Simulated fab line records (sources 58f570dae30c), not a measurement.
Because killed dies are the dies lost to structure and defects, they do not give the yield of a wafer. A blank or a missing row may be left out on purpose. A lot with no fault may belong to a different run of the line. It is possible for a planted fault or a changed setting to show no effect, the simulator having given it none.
Code-filled problem report in 8D (eight disciplines) form	flow berkeley_cmos170	the parts of the form that need people (team, actions taken, sign-off) are left out

== 1. WHAT IS WRONG ==
PSD_RS at UCB170_SDANNEAL_RS_MEAS_02 reads a mean of 81.5 ohm/sq on 6 wafers of 2 lots; wafers without a fault read 75.8 ohm/sq with a standard deviation of 0.34. Relative to the usual mean, that is a shift of +17 standard deviations.
The step: measures by four-point-probe.
Seen first at day 10 07:14 on film_metro-03, wafer L662.4. The record holds 42 wafers of 14 lots with a number at this step. Rule for "out" (also "out of limits"): further than 4 standard deviations from the usual mean. All remaining wafers that have a number are taken as sound.

== 2. WHAT IT IS, WHAT IT ISN'T ==
question	is	is not
which readings at this step	PSD_RS	-
which lots	L662, L663	L651, L652, L653, L654, L655, L658, L660, L666, L668, L669, L671, L674
which wafers of those lots	all that have a number	-
read on which gauges	film_metro-03, film_metro-04	film_metro-02
when	from day 10 07:14	up to then (18 sound wafers); but 18 sound wafers of L660, L666, L668, L669, L671, L674 came after

== 3. THE SUSPECTS, EACH WITH WHAT RULES IT OUT ==
Counting: a tool at any process step up to the reading remains a suspect when it ran all the lots that are out and ran no sound lot after the first of those.
- ruled out: the gauge at UCB170_SDANNEAL_RS_MEAS_02. The wafers that are out were read on 2 gauges (film_metro-03, film_metro-04).
- implanter-01 at UCB170_PSD_IMPLANT_08: kept. Every lot that is out went through it, starting with L662 (day 10 03:00), and after that it ran no sound lot; the last sound lot it ran before then is L658 (day 9 06:43). Its own dose_ions_cm2 readings are out on those wafers.
- plasma_asher-04 at UCB170_PSD_STRIP_09 (strips in O2): ruled out as a lasting fault. The sound lots L668, L671 went through it after L662, its earliest lot that is out (day 10 03:07).
The count leaves implanter-01 at UCB170_PSD_IMPLANT_08.

== 4. THE CAUSE (what the simulator had put in) ==
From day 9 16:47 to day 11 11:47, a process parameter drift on implanter-01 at UCB170_PSD_IMPLANT_08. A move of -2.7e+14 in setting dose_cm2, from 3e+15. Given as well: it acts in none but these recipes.
The count eliminated every tool but this one.

== 5. THE CHAIN OF EFFECTS, in route order ==
Each row: a reading where the mean over the struck wafers with a number is more than 3 standard deviations away from the usual. Only readings whose record carries a usual standard deviation are examined. hours: median over the lots of the time between each lot's start at the first step of this table that gives one and its start at this step. sigmas: the change, counted in usual standard deviations.
hours	step	reading	usual	on struck wafers	change	sigmas
0	UCB170_PSD_IMPLANT_08	dose_ions_cm2	3e+15	3e+15	-3e+14	-80
0	UCB170_PSD_IMPLANT_08	faraday_current_uA	9252	8498	-754	-4.2
0	UCB170_PSD_STRIP_09	strip_time_to_endpoint_s	29.29 s	28.22	-1.07	-13
4	UCB170_SDANNEAL_RS_MEAS_02	PSD_RS	75.8 ohm/sq	81.5	+5.7	+17
The process steps in it:
- UCB170_PSD_IMPLANT_08
- UCB170_PSD_STRIP_09: strips in O2.

== 6. WHAT WOULD HAVE CAUGHT IT SOONER ==
14 hours passed between the start of the fault at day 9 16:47 and the first reading out of limits at a measuring or inspecting step in this record, taken at day 10 07:14.
The tool's own readings at UCB170_PSD_IMPLANT_08 were out on every struck wafer that the step has a row for (dose_ions_cm2): an alarm limit on them would have fired on the first of those.
All the lots that are out (2) had begun UCB170_PSD_IMPLANT_08 on implanter-01 by day 10 07:14. Had the tool been put on hold then, not one of them would have been saved.
